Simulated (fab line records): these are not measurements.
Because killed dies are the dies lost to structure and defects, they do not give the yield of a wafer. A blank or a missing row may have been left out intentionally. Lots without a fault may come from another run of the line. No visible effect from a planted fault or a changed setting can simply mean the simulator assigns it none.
2 desks looking at one fault || flow berkeley-cmos170 || every desk sees just its own numbers, and what lay behind them comes last

## DESK OF THE TOOL OWNER: implanter-03
The tool's own readings at UCB170_PWELL_IMPLANT_15: means of the sampled wafers that have a number, for each lot that ran on this tool. If a lot's mean is further than 4 standard deviations from the usual mean, the lot is out of limits and carries the mark OUT (the distance appears in the brackets).
Columns: A = dose-ions-cm2 at UCB170_PWELL_IMPLANT_15, usual 4.999e+12; B = faraday-current-uA at UCB170_PWELL_IMPLANT_15, usual 15.88
{"lot": "L308", "first seen here": "day 3 09:37", "A": 4.998e+12, "B": 16.14}
{"lot": "L310", "first seen here": "day 4 01:56", "A": 5.000e+12, "B": 15.90}
{"lot": "L322", "first seen here": "day 6 13:32", "A": 5.001e+12, "B": 15.59}
{"lot": "L325", "first seen here": "day 7 06:44", "A": "4.967e+11 (-99 or more) OUT", "B": "1.55 (-48) OUT"}
{"lot": "L326", "first seen here": "day 7 22:21", "A": "4.957e+11 (-99 or more) OUT", "B": "1.60 (-48) OUT"}
This desk's finding: out of limits on L325, L326; first on L325, day 7 06:44 (dose-ions-cm2 at UCB170_PWELL_IMPLANT_15). L308, L310, L322: within limits.

## THE METROLOGY DESK
What the gauges read for every lot (on any tool): the sampled wafers with a number, averaged. If a lot's mean is further than 4 standard deviations from the usual mean, the lot is out of limits and carries the mark OUT (the distance appears in the brackets).
Columns: A = PWELL_TW at UCB170_PWELL_TW_MEAS_17, usual 377; B = SPACER_TEOS_THK at UCB170_SPACER_THK_MEAS_01, usual 376 nm; C = cd-nm at UCB170_CONTACT_CD_MEAS_15, usual 700.2 nm
{"lot": "L308", "first seen here": "day 3 09:52", "A": 375, "B": 375, "C": 700.0}
{"lot": "L310", "first seen here": "day 4 02:11", "A": 374, "B": 376, "C": 702.6}
{"lot": "L312", "first seen here": "day 4 02:28", "A": 379, "B": 376, "C": 701.3}
{"lot": "L311", "first seen here": "day 4 02:44", "A": 380, "B": 371, "C": 698.6}
{"lot": "L313", "first seen here": "day 4 10:44", "A": 382, "B": 369, "C": 701.4}
{"lot": "L314", "first seen here": "day 4 19:13", "A": 372, "B": 386, "C": 699.6}
{"lot": "L316", "first seen here": "day 5 06:53", "A": 376, "B": 379, "C": 699.1}
{"lot": "L318", "first seen here": "day 5 07:04", "A": 380, "B": 378, "C": 698.9}
{"lot": "L322", "first seen here": "day 6 13:46", "A": 372, "B": 378, "C": 699.0}
{"lot": "L325", "first seen here": "day 7 06:59", "A": "193 (-51) OUT", "B": 377, "C": 703.0}
{"lot": "L326", "first seen here": "day 7 22:34", "A": "191 (-52) OUT", "B": 379, "C": 700.5}
{"lot": "L327", "first seen here": "day 7 22:50", "A": 373, "B": 374, "C": 698.8}
{"lot": "L328", "first seen here": "day 8 10:52", "A": 373, "B": 372, "C": 701.9}
{"lot": "L331", "first seen here": "day 9 00:02", "A": 382, "B": 369, "C": 701.2}
This desk's result: L325, L326 out of limits, first on L325 (PWELL_TW at UCB170_PWELL_TW_MEAS_17), day 7 06:59. L308, L310, L312, L311, L313, L314, L316, L318, L322, L327, L328, L331: within limits.

## ALL TOGETHER
At day 7 06:44, on L325, L326, the tool owner's desk was in a position to raise an alarm.
The metrology desk could have raised an alarm at day 7 06:59, on L325, L326.
All the named lots went through UCB170_PWELL_IMPLANT_15 on implanter-03.

## WHAT THE SIMULATOR PUT IN
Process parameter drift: implanter-03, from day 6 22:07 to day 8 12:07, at UCB170_PWELL_IMPLANT_15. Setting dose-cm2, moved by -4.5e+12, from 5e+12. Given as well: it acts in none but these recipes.
Lots struck among those shown: L325, L326.
Fault start to first reading out of limits, in hours, per desk: tool owner, 9; metrology, 9.
